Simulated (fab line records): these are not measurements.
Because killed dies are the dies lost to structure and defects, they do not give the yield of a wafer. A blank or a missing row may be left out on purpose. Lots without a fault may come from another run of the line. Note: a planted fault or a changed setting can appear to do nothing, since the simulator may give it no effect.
The tool behind it: which one?    flow rit-cmos    21 wafers from 7 lots sampled at 2 of the route's 202 steps

## WHAT THE GAUGES SHOWED, per wafer
RIT_PSD_TW_MEAS_10.
lot   measured     on             PSD_TW
L520  day 3 08:52  film-metro-01  3428 3415 3423
L522  day 3 18:41  film-metro-02  3357 3363 3352
L525  day 4 07:52  film-metro-03  2646 2665 2642
L529  day 5 11:13  film-metro-03  2638 2648 2651
L533  day 6 05:52  film-metro-01  3438 3407 3419
L536  day 7 05:20  film-metro-01  3407 3370 3391
L541  day 8 02:20  film-metro-03  3449 3436 3447

## EACH LOT AND THE TOOL THAT RAN IT (in order: tool; ch and the chambers of the sampled wafers; start)
lot   RIT_PSD_IMPLANT_08
L520  implanter-01 ch 0, day 3 08:34
L522  implanter-03 ch 0, day 3 18:22
L525  implanter-03 ch 0, day 4 07:32
L529  implanter-03 ch 0, day 5 10:53
L533  implanter-01 ch 0, day 6 05:34
L536  implanter-04 ch 0, day 7 05:02
L541  implanter-03 ch 0, day 8 02:01
- RIT_PSD_IMPLANT_08

## THE ANSWER, worked out from the rows above alone
Rule: the usual values come from the lots themselves. The widest of any qualifying gaps counts: lots, ordered by their means at a reading, are off when they make up no more than a third of the lots, leave a main group of 4 or more, and stand apart from it by 3 or more times the standard deviation of that group's means. The tables above print the reading to a certain number of digits; a main group whose means all agree to those digits is not used. Also off: a lot with no number at a reading for which 4 or more lots have one. The other lots that the step has rows for count as sound.
Off: at RIT_PSD_TW_MEAS_10 (PSD_TW), L525, L529. For the main group the mean is 3407 and the standard deviation 30.
A tool fits if, at a process step before that reading, it ran every lot that is off, and no sound lot after the first of them. The gauges at RIT_PSD_TW_MEAS_10 are tried like those tools. Not one of the candidates tried fits.

## WHAT HAD BEEN PUT IN BY THE SIMULATOR
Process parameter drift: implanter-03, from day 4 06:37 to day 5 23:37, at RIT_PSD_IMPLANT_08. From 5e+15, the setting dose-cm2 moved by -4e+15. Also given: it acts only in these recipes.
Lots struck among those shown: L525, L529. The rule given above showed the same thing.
